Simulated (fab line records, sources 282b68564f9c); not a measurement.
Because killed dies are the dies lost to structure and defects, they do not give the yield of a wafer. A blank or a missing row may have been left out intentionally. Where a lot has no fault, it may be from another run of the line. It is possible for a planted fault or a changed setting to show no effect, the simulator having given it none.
Split-lot study || flow ritCmos || route with 202 steps; 5 lots, 23 wafers read

== ABOUT THE SPLIT ==
At RIT_PLDD_IMPLANT_08, the setting doseCm2 was moved away from the recipe's 9e+14 on 8 of the 23 wafers read, by -5.0% to +4.8%. For the rest of the wafers, this setting stayed at what the recipe calls for.

== FROM THE SPLIT TO THE READING: what the file shows between them, 11 steps ==
- RIT_PLDD_STRIP_09: strips in O2, time 180 s
- RIT_PLDD_TW_MEAS_10
- RIT_SPACER_ETCHBACK_05: etches Si3N4 in SF6/CHF3, stops on SiO2, target depth 250 nm, time 240 s (also split here: timeS)
- RIT_PSD_IMPLANT_08 (also split here: energyKev)
- RIT_PSD_STRIP_09: strips in O2, time 180 s
- RIT_PSD_TW_MEAS_10
- RIT_SDANNEAL_CLEAN_00: cleans in SC1, time 600 s
- RIT_SDANNEAL_CLEAN_01: cleans in dHF, time 30 s
- RIT_SDANNEAL_CLEAN_02: cleans in SC2, time 600 s
- RIT_SDANNEAL_RTA_03: time 5 s
- RIT_SDANNEAL_RS_MEAS_04: measures by four-point-probe

== THE READING ==
PLDD_RS, in ohm/sq, at RIT_SDANNEAL_RS_MEAS_06 (measures by four-point-probe). A value of 178.5 ohm/sq with a standard deviation of 0.51 ohm/sq is what fault-free wafers of this fab line usually give.

{"wafer": "L075.1", "tool, chamber at the split": "implanter-03, 0", "doseCm2 as run": 9e+14, "against the recipe": "recipe", "PLDD_RS, ohm/sq": 179.2, "against lot-mates on the recipe": "-"}
{"wafer": "L075.2", "tool, chamber at the split": "implanter-03, 0", "doseCm2 as run": 9e+14, "against the recipe": "recipe", "PLDD_RS, ohm/sq": 178.9, "against lot-mates on the recipe": "-"}
{"wafer": "L075.3", "tool, chamber at the split": "implanter-03, 0", "doseCm2 as run": 9e+14, "against the recipe": "recipe", "PLDD_RS, ohm/sq": 178.7, "against lot-mates on the recipe": "-"}
{"wafer": "L075.4", "tool, chamber at the split": "implanter-03, 0", "doseCm2 as run": 9e+14, "against the recipe": "recipe", "PLDD_RS, ohm/sq": 178.8, "against lot-mates on the recipe": "-"}
{"wafer": "L075.6", "tool, chamber at the split": "implanter-03, 0", "doseCm2 as run": 9e+14, "against the recipe": "recipe", "PLDD_RS, ohm/sq": 179.4, "against lot-mates on the recipe": "-"}
{"wafer": "L079.1", "tool, chamber at the split": "implanter-01, 0", "doseCm2 as run": 8.803e+14, "against the recipe": "-2.2%", "PLDD_RS, ohm/sq": 180.5, "against lot-mates on the recipe": "+2.6"}
{"wafer": "L079.2", "tool, chamber at the split": "implanter-01, 0", "doseCm2 as run": 9e+14, "against the recipe": "recipe", "PLDD_RS, ohm/sq": 177.8, "against lot-mates on the recipe": "-"}
{"wafer": "L079.3", "tool, chamber at the split": "implanter-01, 0", "doseCm2 as run": 8.803e+14, "against the recipe": "-2.2%", "PLDD_RS, ohm/sq": 179.9, "against lot-mates on the recipe": "+2.0"}
{"wafer": "L079.4", "tool, chamber at the split": "implanter-01, 0", "doseCm2 as run": 9e+14, "against the recipe": "recipe", "PLDD_RS, ohm/sq": 177.9, "against lot-mates on the recipe": "-"}
{"wafer": "L079.5", "tool, chamber at the split": "implanter-01, 0", "doseCm2 as run": 9e+14, "against the recipe": "recipe", "PLDD_RS, ohm/sq": 178.1, "against lot-mates on the recipe": "-"}
{"wafer": "L080.1", "tool, chamber at the split": "implanter-01, 0", "doseCm2 as run": 9e+14, "against the recipe": "recipe", "PLDD_RS, ohm/sq": 178.3, "against lot-mates on the recipe": "-"}
{"wafer": "L080.3", "tool, chamber at the split": "implanter-01, 0", "doseCm2 as run": 9e+14, "against the recipe": "recipe", "PLDD_RS, ohm/sq": 178.6, "against lot-mates on the recipe": "-"}
{"wafer": "L080.4", "tool, chamber at the split": "implanter-01, 0", "doseCm2 as run": 9e+14, "against the recipe": "recipe", "PLDD_RS, ohm/sq": 178.0, "against lot-mates on the recipe": "-"}
{"wafer": "L081.1", "tool, chamber at the split": "implanter-01, 0", "doseCm2 as run": 9e+14, "against the recipe": "recipe", "PLDD_RS, ohm/sq": 178.1, "against lot-mates on the recipe": "-"}
{"wafer": "L081.2", "tool, chamber at the split": "implanter-01, 0", "doseCm2 as run": 9.433e+14, "against the recipe": "+4.8%", "PLDD_RS, ohm/sq": 173.9, "against lot-mates on the recipe": -4.2}
{"wafer": "L081.3", "tool, chamber at the split": "implanter-01, 0", "doseCm2 as run": 9e+14, "against the recipe": "recipe", "PLDD_RS, ohm/sq": 178.0, "against lot-mates on the recipe": "-"}
{"wafer": "L081.4", "tool, chamber at the split": "implanter-01, 0", "doseCm2 as run": 9.433e+14, "against the recipe": "+4.8%", "PLDD_RS, ohm/sq": 174.4, "against lot-mates on the recipe": -3.7}
{"wafer": "L081.5", "tool, chamber at the split": "implanter-01, 0", "doseCm2 as run": 9.433e+14, "against the recipe": "+4.8%", "PLDD_RS, ohm/sq": 174.2, "against lot-mates on the recipe": -3.9}
{"wafer": "L085.1", "tool, chamber at the split": "implanter-03, 0", "doseCm2 as run": 9e+14, "against the recipe": "recipe", "PLDD_RS, ohm/sq": 178.4, "against lot-mates on the recipe": "-"}
{"wafer": "L085.2", "tool, chamber at the split": "implanter-03, 0", "doseCm2 as run": 8.553e+14, "against the recipe": "-5.0%", "PLDD_RS, ohm/sq": 183.8, "against lot-mates on the recipe": "+5.5"}
{"wafer": "L085.4", "tool, chamber at the split": "implanter-03, 0", "doseCm2 as run": 9e+14, "against the recipe": "recipe", "PLDD_RS, ohm/sq": 178.2, "against lot-mates on the recipe": "-"}
{"wafer": "L085.5", "tool, chamber at the split": "implanter-03, 0", "doseCm2 as run": 8.553e+14, "against the recipe": "-5.0%", "PLDD_RS, ohm/sq": 183.4, "against lot-mates on the recipe": "+5.1"}
{"wafer": "L085.6", "tool, chamber at the split": "implanter-03, 0", "doseCm2 as run": 8.553e+14, "against the recipe": "-5.0%", "PLDD_RS, ohm/sq": 183.9, "against lot-mates on the recipe": "+5.6"}

THE FIT
A straight line over all 23 wafers: PLDD_RS changes by -0.963 ohm/sq for each +1% of doseCm2; r = -0.98; the points scatter about the line by 0.49 ohm/sq.
The same after taking each lot's own level away (the mean of its wafers on the recipe; 23 wafers): -0.951 ohm/sq for each +1%; r = -0.99; scatter 0.38 ohm/sq.
That fit puts the effect of the largest move of doseCm2 on the reading at 4.7 ohm/sq.
Measured against the standard deviation above, the lots' own levels, which go from 177.93 to 179.00 ohm/sq, span 2.1 times it.
Consequently the slope shifts little with the lot-to-lot level, the two slopes agreeing.
Check: for one of the wafers moved furthest among these (-5.0%), held out of the fit, the line's prediction against its lot-mates is +4.78 ohm/sq. Against them it came out at +5.5 ohm/sq.

== ADDITIONAL SPLITS CARRIED BY THESE WAFERS ==
These wafers also went through other splits before the reading. Each is held against what the fit with the lots' levels taken away leaves over:
{"other split on the same wafers": "RIT_SPACER_ETCHBACK_05 timeS", "wafers away from the commonest value": 9, "r with PLDD_RS (lot level and that fit taken away)": -0.06}
{"other split on the same wafers": "RIT_PSD_IMPLANT_08 energyKev", "wafers away from the commonest value": 8, "r with PLDD_RS (lot level and that fit taken away)": "+0.05"}

== THE WHOLE CHAIN: every reading that the file lists as answering this split, in the file's order ==
{"step": "RIT_PLDD_TW_MEAS_10", "what it does": "", "reading": "PLDD_TW", "change (the file's fit)": "+6.04 for each +1% of the setting", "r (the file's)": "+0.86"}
{"step": "RIT_SDANNEAL_RS_MEAS_06", "what it does": "measures by four-point-probe", "reading": "PLDD_RS", "change (the file's fit)": "-0.955 for each +1% of the setting", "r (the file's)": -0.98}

== FILE'S OWN FIT ==
PLDD_RS changes by -0.955 ohm/sq for each +1% of doseCm2, r = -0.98.
